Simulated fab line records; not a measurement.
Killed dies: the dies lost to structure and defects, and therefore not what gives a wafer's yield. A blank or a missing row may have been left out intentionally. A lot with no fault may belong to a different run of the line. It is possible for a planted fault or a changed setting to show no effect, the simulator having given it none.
8D (eight disciplines) problem report, filled in by code || flow rit cmos || the parts of the form that need people (team, actions taken, sign-off) are left out

## 1. THE ISSUE
run length s at RIT_M1_METAL_ETCH_12 reads a mean of 127.53 s on 6 wafers of 2 lots; wafers without a fault read 193.42 s with a standard deviation of 0.29. So: -99 or more standard deviations from the usual mean.
The step: etches Al in Cl2/BCl3, stops on SiO2, time 165 s, target depth 600 nm.
Earliest sighting: wafer L733.2 on rie metal-04 at day 7 06:18. The record holds 42 wafers of 14 lots with a number at this step. Rule for "out", or "out of limits": more than 4 standard deviations from the usual mean. All remaining wafers that have a number are taken as sound.

## 2. WHAT IT IS, WHAT IT ISN'T
{"question": "which readings at this step", "is": "run length s, oes product au", "is not": "drypump motor current A, throttle valve pct"}
{"question": "which lots", "is": "L733, L736", "is not": "L716, L719, L720, L721, L722, L724, L725, L726, L727, L728, L729, L732"}
{"question": "which wafers of those lots", "is": "all that have a number", "is not": "-"}
{"question": "read on which tools", "is": "rie metal-04", "is not": "rie metal-02, rie metal-03"}
{"question": "when", "is": "from day 7 06:18", "is not": "up to then (36 sound wafers)"}

## 3. THE SUSPECTS, EACH WITH WHAT RULES IT OUT
Counting: a tool at a process step up to the reading stays a suspect if it ran every lot that is out and no sound lot after the first of them.
- rie metal-04 at RIT_M1_METAL_ETCH_12 (etches Al in Cl2/BCl3, stops on SiO2, time 165 s, target depth 600 nm): kept. It processed each lot that is out, first L733 at day 7 06:18, and no sound lot thereafter; up to then, the last sound lot it processed was L728 at day 6 03:22. Out on those wafers are its own readings of oes product au, run length s.
After counting, what remains is rie metal-04 at RIT_M1_METAL_ETCH_12.

## 4. THE CAUSE (what the simulator had put in)
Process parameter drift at RIT_M1_METAL_ETCH_12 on rie metal-04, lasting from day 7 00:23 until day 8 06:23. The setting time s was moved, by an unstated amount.
The count eliminated every tool but this one.

## 5. SEQUENCE OF EFFECTS, ordered by route
Each row: a reading whose mean over the struck wafers that have a number lies more than 3 standard deviations from the usual. Scope: only readings with a usual standard deviation given in the record; hours: median across lots of the time from each lot's start at the first step in this table that gives one to its start at this step; sigmas: change in usual standard deviations.
{"hours": 0, "step": "RIT_M1_METAL_ETCH_12", "reading": "oes product au", "usual": "0.787 a.u.", "on struck wafers": 0.999, "change": "+0.212", "sigmas": "+21"}
{"hours": 0, "step": "RIT_M1_METAL_ETCH_12", "reading": "run length s", "usual": "193.42 s", "on struck wafers": 127.53, "change": -65.89, "sigmas": "-99 or more"}
{"hours": 2, "step": "RIT_M1_PROBE_99", "reading": "defect limited yield", "usual": "97.4 %", "on struck wafers": 0.0, "change": -97.4, "sigmas": -81}
{"hours": 2, "step": "RIT_M1_PROBE_99", "reading": "killed_at_M0_to_M3", "usual": 0.0, "on struck wafers": 257.2, "change": "+257.2", "sigmas": "+99 or more"}
{"hours": 2, "step": "RIT_M1_PROBE_99", "reading": "killed dies", "usual": 7, "on struck wafers": 264, "change": "+257", "sigmas": "+83"}
{"hours": 2, "step": "RIT_M1_PROBE_99", "reading": "killed on rim", "usual": 1.9, "on struck wafers": 70.0, "change": "+68.1", "sigmas": "+45"}
{"hours": 2, "step": "RIT_M1_PROBE_99", "reading": "sort_bin_5_function", "usual": "1.4 %", "on struck wafers": 98.9, "change": "+97.5", "sigmas": "+99 or more"}
{"hours": 2, "step": "RIT_M1_PROBE_99", "reading": "sort n pass", "usual": 257, "on struck wafers": 0, "change": -257, "sigmas": -83}
{"hours": 2, "step": "RIT_M1_PROBE_99", "reading": "sort yield pct", "usual": "97.4 %", "on struck wafers": 0.0, "change": -97.4, "sigmas": -81}
Here are the process steps it includes:
- RIT_M1_METAL_ETCH_12: etches Al in Cl2/BCl3, stops on SiO2, time 165 s, target depth 600 nm.
- RIT_M1_PROBE_99

## 6. HOW IT WOULD HAVE BEEN CAUGHT EARLIER
6 hours passed between the start of the fault at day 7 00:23 and the first reading out of limits in this record, taken at day 7 06:18.
